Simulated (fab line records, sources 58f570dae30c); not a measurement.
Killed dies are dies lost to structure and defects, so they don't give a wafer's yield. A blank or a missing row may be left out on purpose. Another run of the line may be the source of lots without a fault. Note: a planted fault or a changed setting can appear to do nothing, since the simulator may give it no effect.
Problem report, 8D (eight disciplines) form, completed by code -- flow berkeleyCmos170 -- the parts of the form that need people (team, actions taken, sign-off) are left out

== 1. THE ISSUE ==
Mean NWELL_TW at UCB170_NWELL_TW_MEAS_16: 1145 over 6 wafers in 2 lots; fault-free wafers: 1251, standard deviation 17. That is -6.2 standard deviations from the usual mean.
Seen first at day 3 01:09 on filmMetro-03, wafer L510.1. At this step, 42 wafers from 14 lots have a number in the record. Rule for "out", or "out of limits": more than 4 standard deviations from the usual mean. The other wafers with a number count as sound.

== 2. WHAT THIS IS AND IS NOT ==
question,is,is not
which readings at this step,NWELL_TW,-
which lots,"L510, L512","L507, L509, L511, L514, L518, L521, L522, L523, L524, L525, L526, L530"
which wafers of those lots,all that have a number,-
read on which gauges,"filmMetro-02, filmMetro-03",filmMetro-04
when,from day 3 01:09,"up to then (6 sound wafers); but 30 sound wafers of L511, L514, L518, L521, L522, L523, L524, L525, L526, L530 came after"

== 3. SUSPECTS, AND WHAT RULES EACH OUT ==
Counting: any tool at a process step up to the reading is kept as a suspect provided that every lot that is out went through it and no sound lot did after the first of them.
- the gauge at UCB170_NWELL_TW_MEAS_16: ruled out. The wafers that are out were read on 2 gauges (filmMetro-02, filmMetro-03).
- implanter-04 at UCB170_NWELL_IMPLANT_14: ruled out as a lasting fault. Sound lots L525, L526 ran on it after its first lot that is out, L510 (day 3 00:54).
Left after counting: nothing in the record.

== 4. THE CAUSE (what the simulator had put in) ==
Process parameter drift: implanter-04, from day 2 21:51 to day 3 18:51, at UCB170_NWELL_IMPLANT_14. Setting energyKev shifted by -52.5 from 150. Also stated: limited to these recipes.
The count ruled it out by mistake, since the rule takes a fault to strike every lot its tool runs from the start of the fault on, and this one did not do so.

== 5. THE EFFECT CHAIN, in route order ==
Each row: a reading where the mean over the struck wafers with a number is more than 3 standard deviations away from the usual. Scope: only readings with a usual standard deviation given in the record; hours: median across lots of the time from each lot's start at the first step in this table that gives one to its start at this step; sigmas: change in usual standard deviations.
hours,step,reading,usual,on struck wafers,change,sigmas
0,UCB170_NWELL_IMPLANT_14,beamEnergyKeV,150.00,97.45,-52.55,-99 or more
0,UCB170_NWELL_TW_MEAS_16,NWELL_TW,1251,1145,-106,-6.2
Its process steps:
- UCB170_NWELL_IMPLANT_14
At these later measuring or inspecting steps, every struck wafer for which the step has a row has a number for every such reading, and none has moved that far: UCB170_FIELD_THK_MEAS_02.

== 6. WHAT WOULD HAVE CAUGHT IT SOONER ==
The first out-of-limits reading at a measuring or inspecting step in this record came at day 3 01:09, 3 hours after the fault's start at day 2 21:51.
The tool's own readings at UCB170_NWELL_IMPLANT_14 were out on every struck wafer that the step has a row for (beamEnergyKeV): an alarm limit on them would have fired on the first of those.
